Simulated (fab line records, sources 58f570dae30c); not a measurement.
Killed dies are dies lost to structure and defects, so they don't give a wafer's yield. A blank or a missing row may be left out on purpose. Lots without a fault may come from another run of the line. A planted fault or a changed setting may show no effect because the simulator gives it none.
Which tool did it? | flow berkeley_cmos170 | 13 lots, 39 wafers sampled, at 7 steps of a route of 331

WHAT THE GAUGES READ, wafer by wafer
UCB170_CONTACT_CD_MEAS_90: target cd 700 nm.
lot  | measured     | on        | cd_nm (nm)
L987 | day 8 05:01  | cd_sem-01 | 702.0 701.2 702.1
L988 | day 8 18:25  | cd_sem-02 | 701.9 701.6 700.9
L989 | day 8 19:33  | cd_sem-02 | 700.8 699.8 700.0
L991 | day 9 10:10  | cd_sem-01 | 700.3 698.0 699.0
L992 | day 9 14:05  | cd_sem-02 | 700.2 698.7 701.3
L996 | day 10 10:50 | cd_sem-02 | 700.9 702.7 703.4
L997 | day 10 11:31 | cd_sem-01 | 697.0 697.1 697.3
L104 | day 11 20:28 | cd_sem-01 | 699.9 702.2 700.9
L106 | day 12 05:52 | cd_sem-01 | 702.0 702.1 700.8
L107 | day 12 07:43 | cd_sem-02 | 700.8 698.5 700.6
L108 | day 12 07:50 | cd_sem-02 | 697.6 699.3 699.2
L109 | day 12 20:08 | cd_sem-01 | 698.8 699.6 699.2
L110 | day 12 23:16 | cd_sem-02 | 699.8 700.8 698.1

UCB170_M1_THK_MEAS_02: measures by xrf.
lot  | measured     | on            | M1_AL_THK (nm)
L987 | day 8 05:31  | film_metro-04 | 589 582 583
L988 | day 8 18:55  | film_metro-01 | 581 586 582
L989 | day 8 20:02  | film_metro-01 | 598 601 601
L991 | day 9 11:02  | film_metro-04 | 594 589 585
L992 | day 9 14:34  | film_metro-01 | 606 599 601
L996 | day 10 11:20 | film_metro-02 | 589 584 583
L997 | day 10 12:02 | film_metro-02 | 598 602 602
L104 | day 11 20:56 | film_metro-01 | 589 595 592
L106 | day 12 06:28 | film_metro-02 | 598 608 595
L107 | day 12 08:12 | film_metro-02 | 590 587 590
L108 | day 12 08:22 | film_metro-01 | 603 605 606
L109 | day 12 20:35 | film_metro-02 | 607 600 601
L110 | day 12 23:44 | film_metro-02 | 583 585 585

UCB170_M2_RS_MEAS_02: measures by four-point-probe.
lot  | measured     | on            | M2_AL_RS (ohm/sq)
L987 | day 8 11:14  | film_metro-02 | 0.03194 0.03213 0.03186
L988 | day 9 01:13  | film_metro-03 | 0.03184 0.03208 0.03191
L989 | day 9 04:41  | film_metro-02 | 0.03251 0.03231 0.03261
L991 | day 9 17:58  | film_metro-01 | 0.03212 0.03205 0.03203
L992 | day 9 23:04  | film_metro-01 | 0.03206 0.03208 0.03221
L996 | day 10 21:28 | film_metro-03 | 0.03163 0.03154 0.03167
L997 | day 10 21:31 | film_metro-02 | 0.03216 0.04853 0.03227
L104 | day 12 02:31 | film_metro-01 | 0.03179 0.03178 0.03191
L106 | day 12 12:18 | film_metro-03 | 0.03244 0.03243 0.03223
L107 | day 13 11:31 | film_metro-02 | 0.03262 0.03257 0.03257
L108 | day 13 11:15 | film_metro-03 | 0.03183 0.0318 0.03236
L109 | day 13 11:52 | film_metro-01 | 0.03189 0.03189 0.03178
L110 | day 13 11:34 | film_metro-03 | 0.03196 0.03213 0.0323

UCB170_M2_THK_MEAS_03: measures by xrf.
lot  | measured     | on            | M2_AL_THK (nm)
L987 | day 8 11:22  | film_metro-02 | 901 890 898
L988 | day 9 01:20  | film_metro-03 | 894 888 891
L989 | day 9 04:49  | film_metro-02 | 882 887 884
L991 | day 9 18:05  | film_metro-01 | 888 898 897
L992 | day 9 23:10  | film_metro-01 | 899 893 890
L996 | day 10 21:34 | film_metro-03 | 899 901 898
L997 | day 10 21:38 | film_metro-02 | 892 595 892
L104 | day 12 02:38 | film_metro-01 | 907 915 910
L106 | day 12 12:25 | film_metro-03 | 876 877 885
L107 | day 13 11:38 | film_metro-02 | 878 884 886
L108 | day 13 11:22 | film_metro-03 | 893 894 879
L109 | day 13 11:58 | film_metro-01 | 903 904 905
L110 | day 13 11:41 | film_metro-03 | 886 885 882

UCB170_V2_THK_MEAS_04.
lot  | measured     | on            | V2_POLISHED_THK (nm)
L987 | day 8 15:56  | film_metro-02 | 1001.2 999.0 1001.4
L988 | day 9 06:14  | film_metro-02 | 1000.4 999.2 1000.7
L989 | day 9 09:35  | film_metro-03 | 1000.8 1001.3 1000.8
L991 | day 9 21:06  | film_metro-03 | 1000.5 998.8 1001.2
L992 | day 10 04:10 | film_metro-02 | 999.1 999.1 1000.4
L996 | day 11 01:01 | film_metro-04 | 999.2 1001.5 1000.2
L997 | day 11 01:19 | film_metro-04 | 1000.8 999.5 1002.8
L104 | day 12 05:39 | film_metro-04 | 998.1 998.3 997.5
L106 | day 12 15:31 | film_metro-03 | 1000.5 1001.0 1001.0
L107 | day 13 15:47 | film_metro-04 | 999.5 999.0 997.9
L108 | day 13 15:10 | film_metro-02 | 1000.9 1000.0 998.5
L109 | day 13 16:05 | film_metro-03 | 999.9 998.3 999.0
L110 | day 13 15:46 | film_metro-02 | 1000.6 998.6 999.5

WHICH TOOL RAN EACH LOT (tool, then ch and the chambers of the sampled wafers, then the start)
lot  | UCB170_M2_SPUTTER_01         | UCB170_M2_METAL_ETCH_18
L987 | pvd_sputter-03, day 8 11:10  | rie_metal-04 ch 0,1, day 8 14:53
L988 | pvd_sputter-04, day 9 01:08  | rie_metal-04 ch 0,1, day 9 05:12
L989 | pvd_sputter-01, day 9 04:26  | rie_metal-02 ch 0,1, day 9 08:33
L991 | pvd_sputter-01, day 9 17:52  | rie_metal-02 ch 0,1, day 9 20:03
L992 | pvd_sputter-03, day 9 22:58  | rie_metal-03 ch 0,1, day 10 03:07
L996 | pvd_sputter-04, day 10 21:21 | rie_metal-03 ch 0,1, day 10 23:58
L997 | pvd_sputter-01, day 10 21:26 | rie_metal-02 ch 0,1, day 11 00:14
L104 | pvd_sputter-03, day 12 02:26 | rie_metal-04 ch 0,1, day 12 04:36
L106 | pvd_sputter-03, day 12 12:12 | rie_metal-02 ch 0,1, day 12 14:28
L107 | pvd_sputter-03, day 13 11:26 | rie_metal-04 ch 1, day 13 14:34
L108 | pvd_sputter-01, day 13 11:10 | rie_metal-03 ch 0,1, day 13 14:07
L109 | pvd_sputter-03, day 13 11:44 | rie_metal-02 ch 0,1, day 13 14:54
L110 | pvd_sputter-01, day 13 11:28 | rie_metal-03 ch 0,1, day 13 14:43
- UCB170_M2_SPUTTER_01: material Al, target thk 900 nm, time 120 s.
- UCB170_M2_METAL_ETCH_18: etches Al in Cl2/BCl3, stops on SiO2, target depth 1170 nm, time 195 s.

WHAT THE TOOLS THEMSELVES READ (means of the sampled wafers that have a number; where no wafer has one, the mark that the record gives instead)
UCB170_M2_SPUTTER_01.
lot  | tool           | throttle_valve_pct (%)
L987 | pvd_sputter-03 | 30.2
L988 | pvd_sputter-04 | 30.6
L989 | pvd_sputter-01 | 29.7
L991 | pvd_sputter-01 | 29.8
L992 | pvd_sputter-03 | 29.8
L996 | pvd_sputter-04 | 30.5
L997 | pvd_sputter-01 | 29.7
L104 | pvd_sputter-03 | 29.8
L106 | pvd_sputter-03 | 30.1
L107 | pvd_sputter-03 | 30.0
L108 | pvd_sputter-01 | 30.2
L109 | pvd_sputter-03 | 29.6
L110 | pvd_sputter-01 | 30.4

UCB170_M2_METAL_ETCH_18.
lot  | tool         | drypump_motor_current_A (A) | oes_product_au (a.u.) | throttle_valve_pct (%)
L987 | rie_metal-04 | 6.0                         | 0.869                 | 24.9
L988 | rie_metal-04 | 6.0                         | 0.872                 | 24.9
L989 | rie_metal-02 | 5.5                         | 0.847                 | 24.2
L991 | rie_metal-02 | 5.5                         | 0.855                 | 24.2
L992 | rie_metal-03 | 5.5                         | 0.865                 | 24.4
L996 | rie_metal-03 | 5.5                         | 0.869                 | 24.4
L997 | rie_metal-02 | 5.5                         | 0.800                 | 24.2
L104 | rie_metal-04 | 6.0                         | 0.877                 | 24.9
L106 | rie_metal-02 | 5.5                         | 0.845                 | 24.2
L107 | rie_metal-04 | 6.5                         | 0.871                 | 24.9
L108 | rie_metal-03 | 5.5                         | 0.863                 | 24.4
L109 | rie_metal-02 | 5.3                         | 0.852                 | 24.0
L110 | rie_metal-03 | 5.2                         | 0.866                 | 24.4

THE ANSWER, worked out from the rows above alone
Rule: what is usual is taken from the lots themselves. Put in order of their means at a reading, lots are off if they are a third of the lots or fewer, leave a main group of 4 or more, and stand apart from it by a gap of 3 or more times the standard deviation of the main group's means; of several such gaps the widest counts. A main group whose means are all the same, to the digits that the tables above print for the reading, isn't used. A lot without any number at a reading at which 4 lots or more have one is off too. The other lots that the step has rows for count as sound. The gauges are gone through in route order, then the tools' own readings, and for those a lot's mean is taken as printed above. The first step at which some lot is off is used, and at that step the reading that is off furthest; a lot without a number counts as furthest.
Off: L997, at UCB170_M2_RS_MEAS_02 (M2_AL_RS). The main group: mean 0.03208 ohm/sq, standard deviation 0.00027.
A tool fits if, at a process step before that reading, it ran every lot that is off, and no sound lot after the first of them. The gauges at UCB170_M2_RS_MEAS_02 aren't tried: what is off there is off at UCB170_M2_METAL_ETCH_18 too, on other tools, and a gauge's error can't cause that. None of those tried fits.

WHAT THE SIMULATOR HAD PUT IN
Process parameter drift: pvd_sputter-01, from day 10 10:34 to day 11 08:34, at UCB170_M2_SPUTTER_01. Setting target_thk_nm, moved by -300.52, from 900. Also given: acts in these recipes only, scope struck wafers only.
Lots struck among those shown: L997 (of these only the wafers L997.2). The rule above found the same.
